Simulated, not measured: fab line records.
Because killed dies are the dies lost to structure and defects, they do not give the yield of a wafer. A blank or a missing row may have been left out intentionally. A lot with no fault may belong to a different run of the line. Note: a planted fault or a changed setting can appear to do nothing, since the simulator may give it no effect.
The tool behind it: which one? -- flow berkeley cmos170 -- Sampling: 7 lots, 21 wafers, 2 of 331 route steps

WHAT EACH GAUGE READ, for each wafer
UCB170_M3_RS_MEAS_02: uses a four-point probe to measure.
lot,measured,on,M3_AL_RS (ohm/sq)
L246,day 9 06:39,film metro-04,0.0331 0.0337 0.0334
L247,day 9 22:04,film metro-04,0.0339 0.0332 0.0340
L250,day 10 03:03,film metro-04,0.0328 0.0332 0.0330
L254,day 11 14:23,film metro-03,0.0336 0.0335 0.0328
L259,day 12 11:32,film metro-03,0.0331 0.0328 0.0328
L262,day 13 01:46,film metro-04,0.0331 0.0335 0.0338
L265,day 13 04:02,film metro-01,0.0341 0.0332 0.0340

TOOL THAT RAN EACH LOT (tool first, then ch and the chambers of the sampled wafers, then the start)
lot,UCB170_V2_CVD_00
L246,"pecvd-01 ch 0,2, day 9 02:14"
L247,"pecvd-01 ch 0,1,2, day 9 19:29"
L250,"pecvd-01 ch 1,2, day 10 00:27"
L254,"pecvd-03 ch 0,1, day 11 09:31"
L259,"pecvd-03 ch 0,1,2, day 12 08:17"
L262,"pecvd-01 ch 0,1,2, day 12 22:33"
L265,"pecvd-04 ch 1,2, day 13 01:05"
- UCB170_V2_CVD_00: deposits SiO2 from TEOS/O2, target thk 2000 nm, time 250 s.

THE ANSWER, worked out from the rows above alone
Rule: usual is defined by the lots themselves. Put in order of their means at a reading, lots are off if they are a third of the lots or fewer, leave a main group of 4 or more, and stand apart from it by a gap of 3 or more times the standard deviation of the main group's means; of several such gaps the widest counts. A main group whose means are all the same, to the digits that the tables above print for the reading, isn't used. Also off: a lot with no number at a reading for which 4 or more lots have one. All remaining lots with rows at the step are treated as sound.
No lot is off at any reading shown: from this, nothing can be told.

WHAT WAS PUT IN BY THE SIMULATOR
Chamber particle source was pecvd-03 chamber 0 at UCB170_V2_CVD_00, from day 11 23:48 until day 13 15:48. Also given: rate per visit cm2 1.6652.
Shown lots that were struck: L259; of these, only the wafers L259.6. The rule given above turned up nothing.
